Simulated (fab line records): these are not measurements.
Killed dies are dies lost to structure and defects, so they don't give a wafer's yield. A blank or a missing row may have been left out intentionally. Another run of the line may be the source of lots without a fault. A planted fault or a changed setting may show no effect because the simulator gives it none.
fab line records :: flow ritCmos
[record]
  lots = 13
  wafers = 39
  lastDay = 7
route steps=202 shown NLDD@111 M1@202
lots with no fault: from the same line, run without faults
startH: the number of hours between the record's first day and the start of the first shown wafer of the lot :: waitH: how many hours have passed since the lot's step before this one :: " repeats the value in the row above :: L1.1+2: a row that stands for several wafers :: - no value present, or no start provided :: * or withheld: withheld :: < > ~ a bound
route shown NAME@n: names a module that has steps shown in the file, with the first one's number in the route :: usual: mean/standard deviation taken from wafers without a fault :: same: alike in all rows :: chamber/n: place in a boat :: sites: per-site readings :: _std_site: how widely they spread, as a standard deviation :: _edge_site: outer sites' mean less inner sites' :: radiusMm: how far each site lies from the wafer's centre :: mask NAME#n: copy n :: behind: the most recent tool/chamber to have shaped the wafer :: hold: why the lot went on hold/how many hours it stayed there/how the hold came to an end :: device: the n, p or np transistor that did not switch :: end of line: at the end of the route, the tests of the same wafers :: a step without rows: its recipe alone :: killed: the dies lost at the first sort to structure and to defects; this is not the yield of the wafer :: map: per-die view of a wafer (x killed, . not killed, _ where there is no die)
set.NAME: the setting the step ran with; set.NAME@STEP: the setting that earlier step ran with :: model.NAME: the simulator's own value behind a step, which no gauge read
one table for each step of the route and one row for each wafer, over a sample of lots
services: a tool's chamber out of use, with start hour (startH, from the record's first day; less than 0 if before it), hours out, and reason
[[steps]]
[step RIT_NLDD_IMPLANT_08]
[recipe]
  species = P
  energyKev = 20
  doseCm2 = 5e+14
  tiltDeg = 7
[usual]
  beamEnergyKeV = 20.000/0.0061
lot.wafer: L970.1
tool: implanter-04
chamber: 0
startH: 48.35
waitH: 0.1
beamEnergyKeV: 19.999

lot.wafer: L970.2
tool: implanter-04
chamber: 0
startH: 48.35
waitH: 0.1
beamEnergyKeV: 19.999

lot.wafer: L970.5
tool: implanter-04
chamber: 0
startH: 48.35
waitH: 0.1
beamEnergyKeV: 20.003

lot.wafer: L971.4
tool: implanter-01
chamber: 0
startH: 54.27
waitH: 0.1
beamEnergyKeV: 19.994

lot.wafer: L971.5
tool: implanter-01
chamber: 0
startH: 54.27
waitH: 0.1
beamEnergyKeV: 19.996

lot.wafer: L971.6
tool: implanter-01
chamber: 0
startH: 54.27
waitH: 0.1
beamEnergyKeV: 19.999

lot.wafer: L973.2
tool: implanter-01
chamber: 0
startH: 62.21
waitH: 0.1
beamEnergyKeV: 20.001

lot.wafer: L973.3
tool: implanter-01
chamber: 0
startH: 62.21
waitH: 0.1
beamEnergyKeV: 20.006

lot.wafer: L973.6
tool: implanter-01
chamber: 0
startH: 62.21
waitH: 0.1
beamEnergyKeV: 20.007

lot.wafer: L975.3
tool: implanter-04
chamber: 0
startH: 73.69
waitH: 0.1
beamEnergyKeV: 19.994

lot.wafer: L975.5
tool: implanter-04
chamber: 0
startH: 73.69
waitH: 0.1
beamEnergyKeV: 19.998

lot.wafer: L975.6
tool: implanter-04
chamber: 0
startH: 73.69
waitH: 0.1
beamEnergyKeV: 19.995

lot.wafer: L982.2
tool: implanter-02
chamber: 0
startH: 109.49
waitH: 0.1
beamEnergyKeV: 19.993

lot.wafer: L982.3
tool: implanter-02
chamber: 0
startH: 109.49
waitH: 0.1
beamEnergyKeV: 19.999

lot.wafer: L982.4
tool: implanter-02
chamber: 0
startH: 109.49
waitH: 0.1
beamEnergyKeV: 19.997

lot.wafer: L983.1
tool: implanter-04
chamber: 0
startH: 112.14
waitH: 0.1
beamEnergyKeV: 20.010

lot.wafer: L983.5
tool: implanter-04
chamber: 0
startH: 112.14
waitH: 0.1
beamEnergyKeV: 20.008

lot.wafer: L983.6
tool: implanter-04
chamber: 0
startH: 112.14
waitH: 0.1
beamEnergyKeV: 20.004

lot.wafer: L985.2
tool: implanter-02
chamber: 0
startH: 122.96
waitH: 0.1
beamEnergyKeV: 20.003

lot.wafer: L985.3
tool: implanter-02
chamber: 0
startH: 122.96
waitH: 0.1
beamEnergyKeV: 20.013

lot.wafer: L985.4
tool: implanter-02
chamber: 0
startH: 122.96
waitH: 0.1
beamEnergyKeV: 20.002

lot.wafer: L987.1
tool: implanter-02
chamber: 0
startH: 131.74
waitH: 0.1
beamEnergyKeV: 20.005

lot.wafer: L987.5
tool: implanter-02
chamber: 0
startH: 131.74
waitH: 0.1
beamEnergyKeV: 19.993

lot.wafer: L987.6
tool: implanter-02
chamber: 0
startH: 131.74
waitH: 0.1
beamEnergyKeV: 20.003

lot.wafer: L988.2
tool: implanter-02
chamber: 0
startH: 136.50
waitH: 0.1
beamEnergyKeV: 19.991

lot.wafer: L988.5
tool: implanter-02
chamber: 0
startH: 136.50
waitH: 0.1
beamEnergyKeV: 20.000

lot.wafer: L988.6
tool: implanter-02
chamber: 0
startH: 136.50
waitH: 0.1
beamEnergyKeV: 19.992

lot.wafer: L989.2
tool: implanter-01
chamber: 0
startH: 143.61
waitH: 0.1
beamEnergyKeV: 19.995

lot.wafer: L989.4
tool: implanter-01
chamber: 0
startH: 143.61
waitH: 0.1
beamEnergyKeV: 20.004

lot.wafer: L989.5
tool: implanter-01
chamber: 0
startH: 143.61
waitH: 0.1
beamEnergyKeV: 19.991

lot.wafer: L990.4
tool: implanter-02
chamber: 0
startH: 147.73
waitH: 0.1
beamEnergyKeV: 20.000

lot.wafer: L990.5
tool: implanter-02
chamber: 0
startH: 147.73
waitH: 0.1
beamEnergyKeV: 19.991

lot.wafer: L990.6
tool: implanter-02
chamber: 0
startH: 147.73
waitH: 0.1
beamEnergyKeV: 20.000

lot.wafer: L991.1
tool: implanter-02
chamber: 0
startH: 156.35
waitH: 0.1
beamEnergyKeV: 20.012

lot.wafer: L991.4
tool: implanter-02
chamber: 0
startH: 156.35
waitH: 0.1
beamEnergyKeV: 20.006

lot.wafer: L991.5
tool: implanter-02
chamber: 0
startH: 156.35
waitH: 0.1
beamEnergyKeV: 20.003

lot.wafer: L992.3
tool: implanter-01
chamber: 0
startH: 157.10
waitH: 0.1
beamEnergyKeV: 19.997

lot.wafer: L992.4
tool: implanter-01
chamber: 0
startH: 157.10
waitH: 0.1
beamEnergyKeV: 19.995

lot.wafer: L992.6
tool: implanter-01
chamber: 0
startH: 157.10
waitH: 0.1
beamEnergyKeV: 19.992
[step RIT_SDANNEAL_RS_MEAS_07]
[recipe]
  thkMeasGauge = four-point-probe
[usual]
  NLDD_RS = 151.5/0.55
lot.wafer: L970.1
tool: filmMetro-03
chamber: -
startH: 57.39
waitH: 0.1
hold: -
NLDD_RS[ohm/sq]: 151.6

lot.wafer: L970.2
tool: filmMetro-03
chamber: -
startH: 57.39
waitH: 0.1
hold: -
NLDD_RS[ohm/sq]: 150.8

lot.wafer: L970.5
tool: filmMetro-03
chamber: -
startH: 57.39
waitH: 0.1
hold: -
NLDD_RS[ohm/sq]: 150.6

lot.wafer: L971.4
tool: filmMetro-02
chamber: -
startH: 63.69
waitH: 0.1
hold: -
NLDD_RS[ohm/sq]: 151.1

lot.wafer: L971.5
tool: filmMetro-02
chamber: -
startH: 63.69
waitH: 0.1
hold: -
NLDD_RS[ohm/sq]: 150.8

lot.wafer: L971.6
tool: filmMetro-02
chamber: -
startH: 63.69
waitH: 0.1
hold: -
NLDD_RS[ohm/sq]: 151.1

lot.wafer: L973.2
tool: filmMetro-02
chamber: -
startH: 70.31
waitH: 0.1
hold: -
NLDD_RS[ohm/sq]: 150.6

lot.wafer: L973.3
tool: filmMetro-02
chamber: -
startH: 70.31
waitH: 0.1
hold: -
NLDD_RS[ohm/sq]: 151.5

lot.wafer: L973.6
tool: filmMetro-02
chamber: -
startH: 70.31
waitH: 0.1
hold: -
NLDD_RS[ohm/sq]: 151.0

lot.wafer: L975.3
tool: filmMetro-04
chamber: -
startH: 82.11
waitH: 0.1
hold: -
NLDD_RS[ohm/sq]: 151.3

lot.wafer: L975.5
tool: filmMetro-04
chamber: -
startH: 82.11
waitH: 0.1
hold: -
NLDD_RS[ohm/sq]: 151.8

lot.wafer: L975.6
tool: filmMetro-04
chamber: -
startH: 82.11
waitH: 0.1
hold: -
NLDD_RS[ohm/sq]: 151.4

lot.wafer: L982.2
tool: filmMetro-02
chamber: -
startH: 117.79
waitH: 0.1
hold: -
NLDD_RS[ohm/sq]: 151.3

lot.wafer: L982.3
tool: filmMetro-02
chamber: -
startH: 117.79
waitH: 0.1
hold: -
NLDD_RS[ohm/sq]: 151.0

lot.wafer: L982.4
tool: filmMetro-02
chamber: -
startH: 117.79
waitH: 0.1
hold: -
NLDD_RS[ohm/sq]: 151.2

lot.wafer: L983.1
tool: filmMetro-03
chamber: -
startH: 122.91
waitH: 0.1
hold: awaitDispo/0.2h/release
NLDD_RS[ohm/sq]: 153.4

lot.wafer: L983.5
tool: filmMetro-03
chamber: -
startH: 122.91
waitH: 0.1
hold: awaitDispo/0.2h/release
NLDD_RS[ohm/sq]: 153.1

lot.wafer: L983.6
tool: filmMetro-03
chamber: -
startH: 122.91
waitH: 0.1
hold: awaitDispo/0.2h/release
NLDD_RS[ohm/sq]: 153.8

lot.wafer: L983.1
tool: filmMetro-03
chamber: -
startH: 123.32
waitH: 0.4
hold: -
NLDD_RS[ohm/sq]: 153.5

lot.wafer: L983.5
tool: filmMetro-03
chamber: -
startH: 123.32
waitH: 0.4
hold: -
NLDD_RS[ohm/sq]: 153.4

lot.wafer: L983.6
tool: filmMetro-03
chamber: -
startH: 123.32
waitH: 0.4
hold: -
NLDD_RS[ohm/sq]: 153.6

lot.wafer: L985.2
tool: filmMetro-04
chamber: -
startH: 132.19
waitH: 0.1
hold: -
NLDD_RS[ohm/sq]: 152.7

lot.wafer: L985.3
tool: filmMetro-04
chamber: -
startH: 132.19
waitH: 0.1
hold: -
NLDD_RS[ohm/sq]: 153.0

lot.wafer: L985.4
tool: filmMetro-04
chamber: -
startH: 132.19
waitH: 0.1
hold: -
NLDD_RS[ohm/sq]: 153.0

lot.wafer: L987.1
tool: filmMetro-03
chamber: -
startH: 140.11
waitH: 0.1
hold: -
NLDD_RS[ohm/sq]: 151.0

lot.wafer: L987.5
tool: filmMetro-03
chamber: -
startH: 140.11
waitH: 0.1
hold: -
NLDD_RS[ohm/sq]: 151.0

lot.wafer: L987.6
tool: filmMetro-03
chamber: -
startH: 140.11
waitH: 0.1
hold: -
NLDD_RS[ohm/sq]: 151.7

lot.wafer: L988.2
tool: filmMetro-04
chamber: -
startH: 145.58
waitH: 0.1
hold: -
NLDD_RS[ohm/sq]: 151.4

lot.wafer: L988.5
tool: filmMetro-04
chamber: -
startH: 145.58
waitH: 0.1
hold: -
NLDD_RS[ohm/sq]: 151.8

lot.wafer: L988.6
tool: filmMetro-04
chamber: -
startH: 145.58
waitH: 0.1
hold: -
NLDD_RS[ohm/sq]: 151.6

lot.wafer: L989.2
tool: filmMetro-04
chamber: -
startH: 151.96
waitH: 0.1
hold: -
NLDD_RS[ohm/sq]: 150.8

lot.wafer: L989.4
tool: filmMetro-04
chamber: -
startH: 151.96
waitH: 0.1
hold: -
NLDD_RS[ohm/sq]: 151.6

lot.wafer: L989.5
tool: filmMetro-04
chamber: -
startH: 151.96
waitH: 0.1
hold: -
NLDD_RS[ohm/sq]: 151.9

lot.wafer: L990.4
tool: filmMetro-03
chamber: -
startH: 157.10
waitH: 0.1
hold: -
NLDD_RS[ohm/sq]: 151.3

lot.wafer: L990.5
tool: filmMetro-03
chamber: -
startH: 157.10
waitH: 0.1
hold: -
NLDD_RS[ohm/sq]: 151.2

lot.wafer: L990.6
tool: filmMetro-03
chamber: -
startH: 157.10
waitH: 0.1
hold: -
NLDD_RS[ohm/sq]: 151.3

lot.wafer: L991.1
tool: filmMetro-03
chamber: -
startH: 165.06
waitH: 0.1
hold: -
NLDD_RS[ohm/sq]: 151.8

lot.wafer: L991.4
tool: filmMetro-03
chamber: -
startH: 165.06
waitH: 0.1
hold: -
NLDD_RS[ohm/sq]: 151.9

lot.wafer: L991.5
tool: filmMetro-03
chamber: -
startH: 165.06
waitH: 0.1
hold: -
NLDD_RS[ohm/sq]: 151.1

lot.wafer: L992.3
tool: filmMetro-04
chamber: -
startH: 167.96
waitH: 0.1
hold: -
NLDD_RS[ohm/sq]: 151.9

lot.wafer: L992.4
tool: filmMetro-04
chamber: -
startH: 167.96
waitH: 0.1
hold: -
NLDD_RS[ohm/sq]: 152.1

lot.wafer: L992.6
tool: filmMetro-04
chamber: -
startH: 167.96
waitH: 0.1
hold: -
NLDD_RS[ohm/sq]: 151.8
[step RIT_M1_PROBE_99]
[usual]
  killed_at_M0_to_M3 = 0.0/0.16
  killedAtContacts = 0.0/0.18
  killedAtFrontEnd = 7/3.1
  killedDies = 7/3.1
  killedOpen = 3.5/2.1
  killedShort = 3.5/2
[same]
  grossDies = 264
  killed_at_M4_up = 0
  killedAtBackSide = 0
  killedAtOther = 0
lot.wafer: L983.1
tool: prober-01
chamber: -
startH: 130.82
waitH: 0.1
killed_at_M0_to_M3: 0
killedAtContacts: 0
killedAtFrontEnd: 4
killedDies: 4
killedOpen: 2
killedShort: 2

lot.wafer: L983.5
tool: prober-01
chamber: -
startH: 131.02
waitH: 0.2
killed_at_M0_to_M3: 0
killedAtContacts: 0
killedAtFrontEnd: 8
killedDies: 8
killedOpen: 3
killedShort: 5

lot.wafer: L983.6
tool: prober-01
chamber: -
startH: 131.07
waitH: 0.2
killed_at_M0_to_M3: 0
killedAtContacts: 0
killedAtFrontEnd: 7
killedDies: 7
killedOpen: 3
killedShort: 4
// killed by level:class
L983.1 GATE:geometricParticle:short=2 FOX1:geometricParticle:open=1 GATE:geometricParticle:open=1
L983.5 FOX1:geometricParticle:short=2 GATE:geometricParticle:short=2 FOX1:geometricParticle:open=1 FOX2:geometricParticle:open=1 GATE:geometricParticle:open=1 SILICIDE:geometricParticle:short=1
L983.6 GATE:geometricParticle:open=2 FOX1:geometricParticle:short=1 FOX2:geometricParticle:short=1 GATE:geometricParticle:short=1 REOX:geometricParticle:open=1 SILICIDE:geometricParticle:short=1
[[services]]
tool: implanter-02
chamber: -
startH: 57.12
hours: 3.5
kind: repair

tool: implanter-02
chamber: -
startH: 80.04
hours: 1.5
kind: repair

tool: implanter-04
chamber: -
startH: 85.60
hours: 4.5
kind: pm
[[key]]
[firstSign]
  step = RIT_SDANNEAL_RS_MEAS_07
  reading = NLDD_RS
  direction = up
  sigmas = 3.5
  usual = 151.5
  struck = 153.4
[effect]
  step = RIT_SDANNEAL_RS_MEAS_07
  reading = hold
  direction = added
metAt RIT_NLDD_IMPLANT_08
struckLots L983
testerLeftOut L983
onsetBetween 73.69 112.14
[fault]
  kind = processParameterDrift
  tool = implanter-04
  chamber = -
  onsetH = 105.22
  steps = RIT_NLDD_IMPLANT_08
  channel = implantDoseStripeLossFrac
  offset = 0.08
  shape = step
  endH = 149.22
// testerLeftOut: of these lots the tester's yield and bins aren't shown, on N5 and GAA mostly nor the transistor test; their killed dies are dies lost to structure and defects alone, not to doping, threshold or leakage, so they don't give the yield
